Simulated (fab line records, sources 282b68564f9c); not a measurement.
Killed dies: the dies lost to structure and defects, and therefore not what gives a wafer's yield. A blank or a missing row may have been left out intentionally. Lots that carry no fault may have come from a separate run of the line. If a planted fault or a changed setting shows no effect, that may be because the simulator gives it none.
Comparing a struck lot with a sound one / flow rit_cmos / 14 steps out of a route of 202
Sound: these wafers, L890.1, L890.2, L890.5. Wafers L905.2, L905.4, L905.6 were the ones struck. The cause is named last.
For every step that has rows: the tool of each side, followed by ch and its chambers, followed by its first start. Under that, the readings that differ: sound wafers / struck wafers / difference of the means / sigmas: that difference in standard deviations of wafers without a fault.
alike: words and numbers the same on both sides, and readings whose means are apart by under 2 such deviations; not compared: readings that were withheld, readings missing a value for some wafer, numbers with overlapping values and no deviation given by the record, and bounds like >300 which may hide the same value.
The two part at a step that has a row with sigmas, a row that says differs or no value, or rows on one side only. Non-overlapping numbers with no deviation appear without sigmas and do not part them. A reading missing from all wafers of one side parts the sides only when that side holds two or more wafers.

RIT_NRETRO_SOFTBAKE_02: time 61.41 s.
  sound on litho_track-04 ch 0, day 2 21:08; struck on litho_track-01 ch 0, day 6 07:42
  alike: plate_sensor_t_centre_C, plate_sensor_t_edge_C
then, 3 steps without rows for these wafers: RIT_NRETRO_EXPOSE_03 (exposes mask M4, target cd 43900 nm); RIT_NRETRO_PEB_04; RIT_NRETRO_DEVELOP_05 (develop time 68 s).
RIT_NRETRO_OVL_MEAS_06:
  struck on overlay-02, day 6 08:16; sound on overlay-01, day 2 21:50
  alike: NRETRO_OVL
then, 2 steps without rows for these wafers: RIT_NRETRO_HARDBAKE_07 (time 120 s); RIT_NRETRO_IMPLANT_08.
RIT_NRETRO_STRIP_09: strips in O2, time 180 s.
  sound on plasma_asher-02 ch 0,1, day 2 22:16; struck on plasma_asher-03 ch 1, day 6 08:41
  alike: drypump_motor_current_A
  not compared: rf_hours_counter_h
RIT_NRETRO_TW_MEAS_10:
  struck on film_metro-02, day 6 08:53; sound on film_metro-03, day 2 22:26
  alike: NRETRO_TW
then, 2 steps without rows for these wafers: RIT_PRETRO_HMDS_00 (prime time 60 s); RIT_PRETRO_COAT_01 (resist thk 1300 nm).
RIT_PRETRO_SOFTBAKE_02: time 62.37 s.
  sound on litho_track-03 ch 0, day 2 22:48; struck on litho_track-04 ch 0, day 6 09:15
  alike: plate_sensor_t_centre_C, plate_sensor_t_edge_C
RIT_PRETRO_EXPOSE_03: exposes mask M5, target cd 43700 nm.
  sound on iline_stepper-02 ch 0, day 2 22:57; struck on iline_stepper-01, day 6 09:24
  no value came back on the struck wafers for exposure_dose_mJ_cm2, focus_offset_nm (nm); on the sound wafers exposure_dose_mJ_cm2 reads 249.75 249.78 249.83
  alike: mask
following that, these wafers have no rows for 1 step: RIT_PRETRO_PEB_04.

## WHERE THEY PART
Within this record, at RIT_PRETRO_EXPOSE_03 only.

WHY: whatever the simulator had introduced
Step skipped in full: iline_stepper-01, at RIT_PRETRO_EXPOSE_03, from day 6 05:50 onward. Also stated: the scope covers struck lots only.
